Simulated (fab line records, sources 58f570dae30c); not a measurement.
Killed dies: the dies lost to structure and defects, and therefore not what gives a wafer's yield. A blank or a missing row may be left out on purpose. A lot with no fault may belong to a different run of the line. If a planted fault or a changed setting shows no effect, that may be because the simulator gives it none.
The tool behind it: which one?	flow berkeleyCmos170	39 wafers from 13 lots sampled at 5 of the route's 331 steps

WHAT THE GAUGES READ, wafer by wafer
UCB170_M3_CD_MEAS_90: the cd target is 700 nm. Usual: cdNm at 701 nm, with a standard deviation of 3.7.
lot	measured	on	cdNm (nm)	flag
L919	day 8 20:25	cdSem-01	706 702 704	
L920	day 8 20:49	cdSem-01	705 699 704	
L924	day 10 02:01	cdSem-01	706 702 703	
L922	day 10 02:58	cdSem-01	695 698 692	
L925	day 10 06:48	cdSem-01	694 699 695	
L926	day 10 03:13	cdSem-01	704 698 699	
L929	day 11 04:49	cdSem-01	700 702 700	
L928	day 11 11:17	cdSem-01	701 704 699	
L931	day 11 13:49	cdSem-02	700 691 694	
L932	day 11 14:22	cdSem-02	699 704 700	
L941	day 13 16:23	cdSem-02	704 705 701	
L938	day 13 16:35	cdSem-01	701 700 699	
L942	day 14 03:45	cdSem-02	709 705 710	

EACH LOT AND THE TOOL THAT RAN IT (in order: tool; ch and the chambers of the sampled wafers; start)
lot	UCB170_CONTACT_RTA_08	UCB170_M2_ETCH_17	UCB170_V2_ETCH_14	UCB170_V2_STRIP_15
L919	rtpAnneal-01 ch 0, day 8 01:01	rieDiel-01 ch 0,1,3, day 8 14:32	rieDiel-02 ch 1,2,3, day 8 17:05	plasmaAsher-02 ch 0,1, day 8 17:16
L920	rtpAnneal-02 ch 0, day 8 01:34	rieDiel-03 ch 1,2,3, day 8 14:39	rieDiel-04 ch 0,1,2, day 8 17:27	plasmaAsher-01 ch 0,1, day 8 17:38
L924	rtpAnneal-02 ch 0, day 9 07:11	rieDiel-02 ch 0,1,3, day 9 18:46	rieDiel-01 ch 2,3, day 9 21:43	plasmaAsher-03 ch 0,1, day 9 21:55
L922	rtpAnneal-01 ch 0, day 9 07:15	rieDiel-03 ch 0,2,3, day 9 19:50	rieDiel-02 ch 2,3, day 9 22:43	plasmaAsher-03 ch 0,1, day 9 22:55
L925	rtpAnneal-01 ch 0, day 9 07:20	rieDiel-02 ch 0,3, day 9 21:35	rieDiel-01 ch 0,3, day 10 00:34	plasmaAsher-03 ch 0,1, day 10 00:44
L926	rtpAnneal-02 ch 0, day 9 07:21	rieDiel-03 ch 1,2,3, day 9 19:58	rieDiel-04 ch 1,3, day 9 23:16	plasmaAsher-03 ch 0,1, day 9 23:26
L929	rtpAnneal-01 ch 0, day 10 10:11	rieDiel-01 ch 0,2,3, day 10 20:07	rieDiel-02 ch 0,1, day 10 22:47	plasmaAsher-02 ch 0,1, day 10 22:58
L928	rtpAnneal-01 ch 0, day 10 14:19	rieDiel-02 ch 1,2,3, day 11 04:50	rieDiel-01 ch 0,1, day 11 08:00	plasmaAsher-03 ch 0,1, day 11 08:11
L931	rtpAnneal-02 ch 0, day 10 16:07	rieDiel-03 ch 0,1,2, day 11 07:37	rieDiel-02 ch 2,3, day 11 10:33	plasmaAsher-02 ch 0,1, day 11 10:44
L932	rtpAnneal-01 ch 0, day 10 16:22	rieDiel-01 ch 1,3, day 11 08:35	rieDiel-04 ch 0,2, day 11 11:27	plasmaAsher-02 ch 0,1, day 11 11:40
L941	rtpAnneal-02 ch 0, day 12 20:31	rieDiel-03 ch 0,1, day 13 10:58	rieDiel-01 ch 0,3, day 13 13:22	plasmaAsher-01 ch 0,1, day 13 13:33
L938	rtpAnneal-01 ch 0, day 12 20:55	rieDiel-02 ch 1,3, day 13 11:07	rieDiel-02 ch 0,1,2, day 13 13:32	plasmaAsher-03 ch 0, day 13 13:43
L942	rtpAnneal-02 ch 0, day 13 04:56	rieDiel-02 ch 2,3, day 13 20:17	rieDiel-02 ch 0,1, day 13 23:10	plasmaAsher-03 ch 0,1, day 13 23:21
- UCB170_CONTACT_RTA_08: time 10 s.
- UCB170_M2_ETCH_17: etches BARC in N2/H2.
- UCB170_V2_ETCH_14: etches SiO2 in CHF3/CF4/Ar, stops on Al, target depth 1250 nm, time 291 s.
- UCB170_V2_STRIP_15: strips in O2.

WHAT THE TOOLS THEMSELVES READ (means of the sampled wafers that have a number; where no wafer has one, the mark that the record gives instead)
UCB170_CONTACT_RTA_08. Usual: annealTempCMax 904.4, standard deviation 0.87; lampPowerPct 27.1 %, standard deviation 1.1; wafer_temp_C_max 904.0, standard deviation 0.83.
lot	tool	annealTempCMax	lampPowerPct (%)	wafer_temp_C_max	flag
L919	rtpAnneal-01	904.2	28.1	903.5	
L920	rtpAnneal-02	904.3	26.0	903.3	
L924	rtpAnneal-02	905.2	26.0	903.6	
L922	rtpAnneal-01	904.1	28.1	904.5	
L925	rtpAnneal-01	905.4	28.1	903.3	
L926	rtpAnneal-02	904.6	26.0	904.0	
L929	rtpAnneal-01	905.0	28.1	904.5	
L928	rtpAnneal-01	903.8	28.1	904.1	
L931	rtpAnneal-02	904.4	26.0	903.1	
L932	rtpAnneal-01	904.1	28.2	903.8	
L941	rtpAnneal-02	903.8	26.0	903.5	
L938	rtpAnneal-01	904.6	28.1	904.8	
L942	rtpAnneal-02	903.9	26.0	903.6	

UCB170_M2_ETCH_17. Usual: drypumpMotorCurrentA 5.7 A, standard deviation 0.55; oesProductAu 1.000 a.u., standard deviation 0.02; throttleValvePct 13.41 %, standard deviation 0.18.
lot	tool	drypumpMotorCurrentA (A)	oesProductAu (a.u.)	throttleValvePct (%)	flag
L919	rieDiel-01	5.5	0.990	13.25	
L920	rieDiel-03	5.9	1.021	13.52	
L924	rieDiel-02	5.8	0.994	13.46	
L922	rieDiel-03	5.9	1.011	13.54	
L925	rieDiel-02	5.8	1.000	13.42	
L926	rieDiel-03	5.9	1.020	13.52	
L929	rieDiel-01	6.0	0.993	13.37	
L928	rieDiel-02	5.9	0.987	13.46	
L931	rieDiel-03	5.7	1.004	13.59	
L932	rieDiel-01	5.2	0.991	13.32	
L941	rieDiel-03	5.8	1.013	13.54	
L938	rieDiel-02	6.2	0.992	13.56	
L942	rieDiel-02	5.9	0.998	13.40	

UCB170_V2_ETCH_14. Usual: drypumpMotorCurrentA 5.7 A, standard deviation 0.47; mfcArSccm 150.0 sccm, standard deviation 0.39; oesProductAu 0.872 a.u., standard deviation 0.011; throttleValvePct 6.96 %, standard deviation 0.11.
lot	tool	drypumpMotorCurrentA (A)	mfcArSccm (sccm)	oesProductAu (a.u.)	throttleValvePct (%)	flag
L919	rieDiel-02	5.9	150.2	0.883	7.02	
L920	rieDiel-04	5.8	149.6	0.872	6.93	
L924	rieDiel-01	6.1	149.9	0.878	7.01	
L922	rieDiel-02	5.9	150.3	0.882	6.97	
L925	rieDiel-01	5.7	149.8	0.861	7.02	
L926	rieDiel-04	5.7	150.0	0.877	6.84	
L929	rieDiel-02	5.4	150.1	0.867	7.01	
L928	rieDiel-01	5.2	149.4	0.855	6.79	
L931	rieDiel-02	5.7	150.2	0.876	6.94	
L932	rieDiel-04	5.9	150.1	0.870	6.98	
L941	rieDiel-01	5.7	149.4	0.859	7.02	
L938	rieDiel-02	5.6	150.1	0.872	7.01	
L942	rieDiel-02	5.4	150.2	0.871	7.01	

UCB170_V2_STRIP_15. Usual: drypumpMotorCurrentA 5.5 A, standard deviation 0.56; oesProductAu 0.722 a.u., standard deviation 0.0045; stripTimeToEndpointS 15.31 s, standard deviation 0.15.
lot	tool	drypumpMotorCurrentA (A)	oesProductAu (a.u.)	stripTimeToEndpointS (s)	flag
L919	plasmaAsher-02	6.0	0.722	15.38	
L920	plasmaAsher-01	5.2	0.723	15.27	
L924	plasmaAsher-03	5.3	0.723	15.25	
L922	plasmaAsher-03	5.6	0.721	15.37	
L925	plasmaAsher-03	5.3	0.721	15.11	
L926	plasmaAsher-03	5.6	0.722	15.24	
L929	plasmaAsher-02	5.4	0.718	15.37	
L928	plasmaAsher-03	5.6	0.723	15.15	
L931	plasmaAsher-02	6.0	0.718	15.46	
L932	plasmaAsher-02	5.4	0.721	15.69	
L941	plasmaAsher-01	5.2	0.723	15.20	
L938	plasmaAsher-03	5.1	0.723	15.51	
L942	plasmaAsher-03	5.3	0.716	15.41	

THE ANSWER, worked out from the rows above alone
Rule: a lot counts as off when the mean over its wafers that have a number is more than 3 standard deviations away from the usual mean. A lot without any number at a reading at which 4 lots or more have one is off too. Where the step has rows for the other lots, those lots are counted as sound. First the gauges in route order, then the tools' own readings, where a lot's mean is used as printed above. The first step at which some lot is off is used, and at that step the reading that is off furthest; a lot without a number counts as furthest.
Across all readings shown, no lot is off: no conclusion can be drawn from this.

WHAT THE SIMULATOR PUT IN
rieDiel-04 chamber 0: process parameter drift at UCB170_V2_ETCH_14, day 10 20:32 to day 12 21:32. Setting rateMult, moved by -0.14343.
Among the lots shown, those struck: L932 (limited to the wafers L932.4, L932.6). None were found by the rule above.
